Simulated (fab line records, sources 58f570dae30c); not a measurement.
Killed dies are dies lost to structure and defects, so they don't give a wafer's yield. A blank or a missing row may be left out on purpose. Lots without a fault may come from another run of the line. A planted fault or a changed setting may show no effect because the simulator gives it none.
One fault seen from 2 desks | flow berkeley_cmos170 | each desk has only its own numbers; what lay behind them comes last

THE TOOL OWNER'S DESK: rtp_anneal-01
The tool's own readings at UCB170_CONTACT_RTA_08 (time 10 s): means of the sampled wafers that have a number, for each lot that ran on this tool. A lot is out of limits, marked OUT, if its mean lies more than 4 standard deviations from the usual mean; the brackets give that distance.
Columns: A = lamp_power_pct at UCB170_CONTACT_RTA_08, usual 23.6 %; B = wafer_temp_C_max at UCB170_CONTACT_RTA_08, usual 904.2
lot  | first seen here | A    | B
L716 | day 9 22:59     | 22.8 | 905.8
L720 | day 10 14:20    | 22.8 | 904.9
L719 | day 10 16:16    | 22.9 | 905.4
L721 | day 10 16:19    | 22.9 | 904.9
This desk's finding: nothing out of limits on any of the 4 lots.

THE METROLOGY DESK
What the gauges read, lot by lot, whatever tool the lot ran on: means of the sampled wafers that have a number. A lot is out of limits, marked OUT, if its mean lies more than 4 standard deviations from the usual mean; the brackets give that distance. Of its 11 readings 7 are shown: those that lie furthest out on some lot.
Columns: A = SILICIDE_TI_THK at UCB170_SILICIDE_THK_MEAS_03, usual 30.3 nm; B = cd_nm at UCB170_CONTACT_CD_MEAS_15, usual 700.0 nm; C = cd_nm at UCB170_CONTACT_CD_MEAS_90, usual 700.4 nm; D = M1_AL_RS at UCB170_M1_RS_MEAS_01, usual 0.0484 ohm/sq; E = M1_AL_THK at UCB170_M1_THK_MEAS_02, usual 601 nm; F = cd_nm at UCB170_M1_CD_MEAS_09, usual 700.2 nm; G = M1_OVL at UCB170_M1_OVL_MEAS_10, usual 2 nm
lot  | first seen here | A    | B     | C     | D      | E   | F     | G
L716 | day 9 17:33     | 30.4 | 697.4 | 697.9 | 0.0483 | 601 | 699.3 | -2
L720 | day 10 11:14    | 30.9 | 698.4 | 698.6 | 0.0493 | 584 | 699.3 | -2
L721 | day 10 11:43    | 30.3 | 698.2 | 698.4 | 0.0481 | 611 | 701.3 | 8
L719 | day 10 11:49    | 30.2 | 700.6 | 700.2 | 0.0486 | 603 | 700.1 | 7
L729 | day 12 01:59    | 30.3 | 703.9 | 704.4 | 0.0480 | 614 | 700.1 | 5
L734 | day 13 00:58    | 30.6 | 699.4 | 699.5 | 0.0489 | 601 | 702.2 | 4
This desk's finding: nothing out of limits on any of the 6 lots.

PUT TOGETHER
The tool owner's desk saw nothing out of limits.
The metrology desk saw nothing out of limits.

WHAT THE SIMULATOR HAD PUT IN
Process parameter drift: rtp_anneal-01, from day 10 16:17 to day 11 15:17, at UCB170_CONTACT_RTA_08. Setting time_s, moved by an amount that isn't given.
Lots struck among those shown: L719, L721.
